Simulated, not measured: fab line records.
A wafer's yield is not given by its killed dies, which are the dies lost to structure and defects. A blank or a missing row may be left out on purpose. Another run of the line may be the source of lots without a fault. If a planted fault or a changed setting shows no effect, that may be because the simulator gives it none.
Which tool did it? || flow berkeley cmos170 || at 1 step of a route of 331, 7 lots with 21 wafers sampled

== WHAT EACH GAUGE READ, for each wafer ==
UCB170_PWELL_THK_MEAS_03.
{"lot": "L985", "measured": "day 3 05:50", "on": "film metro-04", "PWELL_OXIDE_THK (nm)": "27.0 26.8 26.7"}
{"lot": "L989", "measured": "day 4 01:35", "on": "film metro-03", "PWELL_OXIDE_THK (nm)": "27.5 27.8 27.3"}
{"lot": "L988", "measured": "day 4 01:37", "on": "film metro-02", "PWELL_OXIDE_THK (nm)": "27.8 27.7 27.8"}
{"lot": "L994", "measured": "day 4 21:17", "on": "film metro-04", "PWELL_OXIDE_THK (nm)": "26.8 26.8 26.6"}
{"lot": "L993", "measured": "day 4 21:17", "on": "film metro-02", "PWELL_OXIDE_THK (nm)": "26.4 26.7 27.2"}
{"lot": "L997", "measured": "day 5 18:59", "on": "film metro-04", "PWELL_OXIDE_THK (nm)": "26.2 25.7 26.1"}
{"lot": "L104", "measured": "day 6 23:53", "on": "film metro-04", "PWELL_OXIDE_THK (nm)": "27.1 27.4 27.3"}

== WHAT TOOL EACH LOT RAN ON (gives the tool, then ch and the chambers of the sampled wafers, and finally the start) ==
There is no process step in the record ahead of these readings.

== THE ANSWER, worked out from the rows above alone ==
Rule: the usual values come from the lots themselves. The widest of any qualifying gaps counts: lots, ordered by their means at a reading, are off when they make up no more than a third of the lots, leave a main group of 4 or more, and stand apart from it by 3 or more times the standard deviation of that group's means. If all means in a main group match to the digits the tables above print for the reading, that group is not used. A lot without any number at a reading at which 4 lots or more have one is off too. All remaining lots with rows at the step are treated as sound.
No lot is off at any reading shown: from this, nothing can be told.

== WHAT WAS PUT IN BY THE SIMULATOR ==
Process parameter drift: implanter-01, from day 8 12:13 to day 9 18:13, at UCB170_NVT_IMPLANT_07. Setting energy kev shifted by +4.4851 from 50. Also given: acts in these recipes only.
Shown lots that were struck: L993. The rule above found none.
